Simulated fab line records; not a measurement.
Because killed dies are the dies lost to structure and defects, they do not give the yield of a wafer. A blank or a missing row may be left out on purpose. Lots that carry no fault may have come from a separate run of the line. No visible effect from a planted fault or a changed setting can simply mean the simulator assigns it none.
Code-filled problem report in 8D (eight disciplines) form ; flow berkeley-cmos170 ; the parts of the form that need people (team, actions taken, sign-off) are left out

## 1. THE PROBLEM
Wafers free of any fault read 999.9 nm (standard deviation 1.3) for V1_POLISHED_THK at UCB170_V1_THK_MEAS_04, against a mean of 1248.6 nm on 3 wafers of 2 lots. So: +99 or more standard deviations from the usual mean.
The first sign was on wafer L136.2 at day 7 21:45, on film-metro-02. At this step, 42 wafers from 14 lots have a number in the record. Rule for "out" (also "out of limits"): further than 4 standard deviations from the usual mean. All remaining wafers that have a number are taken as sound.

## 2. WHAT IT IS; WHAT IT IS NOT
question;is;is not
which readings at this step;V1_POLISHED_THK;-
which lots;L133, L136;L132, L134, L135, L138, L143, L149, L150, L151, L152, L153, L154, L155
which wafers of those lots;L133.2, L136.2, L136.6;L133.4, L133.5, L136.1
read on which gauges;film-metro-02, film-metro-04;film-metro-03
when;from day 7 21:45;"up to then (10 sound wafers); but 29 sound wafers of L133, L138, L143, L149, L150, L151, L152, L153, L154, L155 came after"

## 3. SUSPECTS, AND WHAT RULES EACH OUT
Counting: a tool at a process step up to the reading stays a suspect if it ran every lot that is out. Sound lots after the first of them don't rule it out here, since some wafers of a struck lot are sound.
- ruled out: the gauge at UCB170_V1_THK_MEAS_04. The wafers that are out were read on 2 gauges (film-metro-02, film-metro-04).
- cmp-01 at UCB170_V1_CMP_02 (polishes SiO2): kept. It ran every lot that is out, first L136 (day 7 21:23); its last sound lot up to then is L134 (day 7 17:04).
- cmp-01, UCB170_V1_CMP_02: wafers that are out in chamber 0, sound lot-mates in chambers 1, 2.
After counting, what remains is cmp-01 at UCB170_V1_CMP_02.

## 4. THE CAUSE (what the simulator had put in)
cmp-01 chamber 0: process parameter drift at UCB170_V1_CMP_02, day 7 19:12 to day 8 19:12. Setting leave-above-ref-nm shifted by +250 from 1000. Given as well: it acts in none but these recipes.
After counting, this tool was the only one left.

## 5. THE CHAIN OF EFFECTS, in route order
One row per reading whose mean, taken over the struck wafers that have a number, lies over 3 standard deviations from the usual. Only readings for which the record gives a usual standard deviation are gone through. hours: the time from each lot's start at the first step in this table that gives one to its start at this step, as a median over the lots. sigmas: the change in usual standard deviations.
hours;step;reading;usual;on struck wafers;change;sigmas
0;UCB170_V1_THK_MEAS_04;V1_POLISHED_THK;999.9 nm;1248.6;+248.7;+99 or more
3;UCB170_V1_ETCH_14;oes-product-au;0.875 a.u.;0.988;+0.113;+8.1
The process steps in it:
- UCB170_V1_ETCH_14: etches SiO2 in CHF3/CF4/Ar, stops on Al, target depth 1250 nm, time 291 s.
Later steps that measure or inspect, where all struck wafers having a row at the step show a number for every such reading and not one has moved that far: UCB170_M2_RS_MEAS_02.

## 6. WHAT WOULD HAVE CAUGHT IT SOONER
3 hours passed between the start of the fault at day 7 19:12 and the first reading out of limits at a measuring or inspecting step in this record, taken at day 7 21:45.
Of the tool readings at UCB170_V1_CMP_02 for which the record gives a usual standard deviation, none was out on any struck wafer, so an alarm limit of 4 standard deviations on them would not have fired.
Lots out: 2; of these, L133 started UCB170_V1_CMP_02 on cmp-01 after day 7 21:45. Putting the tool on hold at that point would have spared it.
